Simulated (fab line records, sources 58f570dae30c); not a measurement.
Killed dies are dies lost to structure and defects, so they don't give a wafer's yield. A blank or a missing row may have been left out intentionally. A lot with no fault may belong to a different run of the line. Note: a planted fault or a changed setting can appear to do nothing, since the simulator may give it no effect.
Lot-split experiment	flow berkeley cmos170	5 lots, 23 wafers read, on a route of 331 steps

== ON THE SPLIT ==
At UCB170_V1_PEB_10, the setting peb temp c was moved away from the recipe's 130 C on 8 of the 23 wafers read, by -1.2% to +2.8%. All remaining wafers had this setting at the recipe value.

== FROM THE SPLIT TO THE READING: what the file shows between them, 4 steps ==
- UCB170_V1_DEVELOP_11: develop time 45 s
- UCB170_V1_CD_MEAS_12: target cd 700 nm
- UCB170_V1_ETCH_14: etches SiO2 in CHF3/CF4/Ar, stops on Al, target depth 1250 nm, time 291 s
- UCB170_V1_STRIP_15: strips in O2

== THE READING ==
cd nm (nm) at UCB170_V1_CD_MEAS_90, where the cd target is 700 nm. Fault-free wafers of this fab line usually give 699.8 nm, standard deviation 2.2 nm.

wafer	tool, chamber at the split	peb temp c as run, C	against the recipe	cd nm, nm	against lot-mates on the recipe
L078.3	litho track-03, 0	130	recipe	700.0	-
L078.4	litho track-03, 0	130	recipe	702.5	-
L078.5	litho track-03, 0	130	recipe	700.9	-
L079.1	litho track-03, 0	130	recipe	699.4	-
L079.2	litho track-03, 0	130	recipe	700.6	-
L079.3	litho track-03, 0	130	recipe	699.3	-
L079.4	litho track-03, 0	130	recipe	700.9	-
L079.6	litho track-03, 0	130	recipe	700.6	-
L080.1	litho track-01, 0	130	recipe	701.6	-
L080.2	litho track-01, 0	130	recipe	703.2	-
L080.3	litho track-01, 0	130	recipe	701.4	-
L080.4	litho track-01, 0	128.5	-1.2%	690.8	-11.3
L080.6	litho track-01, 0	128.5	-1.2%	691.7	-10.4
L082.1	litho track-03, 0	130	recipe	700.5	-
L082.2	litho track-03, 0	133.6	+2.8%	718.4	+17.9
L082.3	litho track-03, 0	130	recipe	700.5	-
L082.4	litho track-03, 0	133.6	+2.8%	721.3	+20.8
L082.6	litho track-03, 0	133.6	+2.8%	719.6	+19.1
L085.1	litho track-02, 0	132.7	+2.1%	713.0	+17.5
L085.2	litho track-02, 0	130	recipe	695.2	-
L085.3	litho track-02, 0	130	recipe	695.7	-
L085.5	litho track-02, 0	132.7	+2.1%	711.7	+16.2
L085.6	litho track-02, 0	132.7	+2.1%	712.2	+16.8

FIT RESULTS
A straight line over all 23 wafers: cd nm changes by +6.79 nm for each +1% of peb temp c; r = +0.97; the points scatter about the line by 2 nm.
The same after taking each lot's own level away (the mean of its wafers on the recipe; 23 wafers): +7.6 nm for each +1%; r = +0.99; scatter 1.2 nm.
That fit puts the effect of the largest move of peb temp c on the reading at 21 nm.
The span of the lots' own levels, 695.45 to 702.07 nm, comes to 3.0 times the standard deviation stated above.
So the lot-to-lot level changes the slope: the two fits differ.
Check: +21.5 nm against its lot-mates is what the line predicts for one of the wafers moved furthest among these (+2.8%) when that wafer is left out of the fit. Against them it came out at +17.9 nm.

== THESE WAFERS: OTHER SPLITS ==
Other splits were also applied to these wafers ahead of the reading. Each is held against what the fit with the lots' levels taken away leaves over:
other split on the same wafers	wafers away from the commonest value	r with cd nm (lot level and that fit taken away)
UCB170_CONTACT_EXPOSE_12 dose mj	7	+0.03
UCB170_M1_SPUTTER_00 time s	8	-0.16
UCB170_M1_COAT_04 resist thk nm	12	-0.34

== THE WHOLE CHAIN: every reading that the file lists as answering this split, in the file's order ==
step	what it does	reading	change (the file's fit)	r (the file's)
UCB170_V1_CD_MEAS_12	target cd 700 nm	cd nm	+7.83 nm for each +1% of the setting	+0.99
UCB170_V1_ETCH_14	etches SiO2 in CHF3/CF4/Ar, stops on Al, target depth 1250 nm, time 291 s	V1.cd nm (the simulator's own value, which no gauge read)	+7.53 nm for each +1% of the setting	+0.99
UCB170_V1_CD_MEAS_90	target cd 700 nm	cd nm	+7.57 nm for each +1% of the setting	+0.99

== FILE'S OWN FIT ==
cd nm changes by +7.57 nm for each +1% of peb temp c, r = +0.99.
